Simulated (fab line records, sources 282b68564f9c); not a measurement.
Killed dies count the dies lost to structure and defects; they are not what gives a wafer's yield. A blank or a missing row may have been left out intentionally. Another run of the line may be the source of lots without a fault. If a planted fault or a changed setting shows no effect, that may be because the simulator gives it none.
A struck lot beside a sound one | flow rit cmos | 15 steps out of a route of 202
Sound: wafers L808.4, L808.5, L808.6. The struck wafers were L812.2, L812.4, L812.5. The cause is named last.
For every step that has rows: the tool of each side, followed by ch and its chambers, followed by its first start. Under that, the readings that differ: sound wafers | struck wafers | difference of the means | sigmas: that difference in standard deviations of wafers without a fault.
alike: readings whose means differ by less than 2 such deviations, and words and numbers that are the same on both sides. not compared: withheld readings, readings that some wafer has no value for, bounds like >300 that may hide the same value, and numbers for which the record gives no deviation and whose values overlap.
A row with sigmas, a row that says differs or no value, or rows on one side alone: a step with any of these is where the two part. Numbers that have no deviation but don't overlap get no sigmas and don't part them. A reading missing from all wafers of one side parts the sides only when that side holds two or more wafers.

RIT_NWELL_OVL_MEAS_06:
  sound: overlay-01 at day 4 09:34; struck: overlay-01 at day 5 14:07
  alike: NWELL_OVL
then, 2 steps without rows for these wafers: RIT_NWELL_HARDBAKE_07 (time 120 s); RIT_NWELL_IMPLANT_08.
RIT_NWELL_STRIP_09: strips in O2, time 180 s.
  sound on plasma asher-04 ch 0,1, day 4 10:03; struck on plasma asher-03 ch 0,1, day 5 14:32
  alike: drypump motor current A, rf refl power W
  not compared: rf hours counter h
RIT_NWELL_TW_MEAS_10:
  sound: film metro-02 at day 4 10:11; struck: film metro-03 at day 5 14:44
  reading  | sound          | struck         | difference | sigmas
  NWELL_TW | 2147 2148 2138 | 2171 2183 2179 | +33        | +2
then, 6 steps without rows for these wafers: RIT_PWELL_HMDS_00 (prime time 60 s); RIT_PWELL_COAT_01 (resist thk 1300 nm); RIT_PWELL_SOFTBAKE_02 (time 60 s); RIT_PWELL_EXPOSE_03 (exposes mask M3, target cd 43700 nm); RIT_PWELL_PEB_04; RIT_PWELL_DEVELOP_05 (develop time 68 s).
RIT_PWELL_OVL_MEAS_06:
  sound: overlay-02 at day 4 11:36; struck: overlay-01 at day 5 15:49
  reading        | sound        | struck      | difference | sigmas
  PWELL_OVL (nm) | 0.2 -0.8 0.3 | 1.2 2.9 3.2 | +2.5       | +2
RIT_PWELL_HARDBAKE_07: time 120 s.
  sound on litho track-03 ch 0, day 4 11:44; struck on litho track-03 ch 0, day 5 15:53
  reading                  | sound                | struck               | difference | sigmas
  heater power total W (W) | 52.08 51.98 52.06    | 50.80 50.81 50.84    | -1.22      | -22
  plate temp C (C)         | 140.35 140.17 140.01 | 137.74 137.36 137.68 | -2.58      | -17
  alike: exhaust pa
following that, these wafers have no rows for 1 step: RIT_PWELL_IMPLANT_08.
RIT_M1_PROBE_99:
  sound: prober-01 at day 6 04:20; struck: prober-02 at day 7 13:28
  reading      | sound | struck | difference | sigmas
  killed short | 8 6 3 | 2 2 1  | -4         | -2
  alike: killed at front end, killed dies, killed on rim, killed open

WHERE THEY PART
Last at RIT_M1_PROBE_99 as far as this record goes, first at RIT_NWELL_TW_MEAS_10.

WHY: the cause the simulator had injected
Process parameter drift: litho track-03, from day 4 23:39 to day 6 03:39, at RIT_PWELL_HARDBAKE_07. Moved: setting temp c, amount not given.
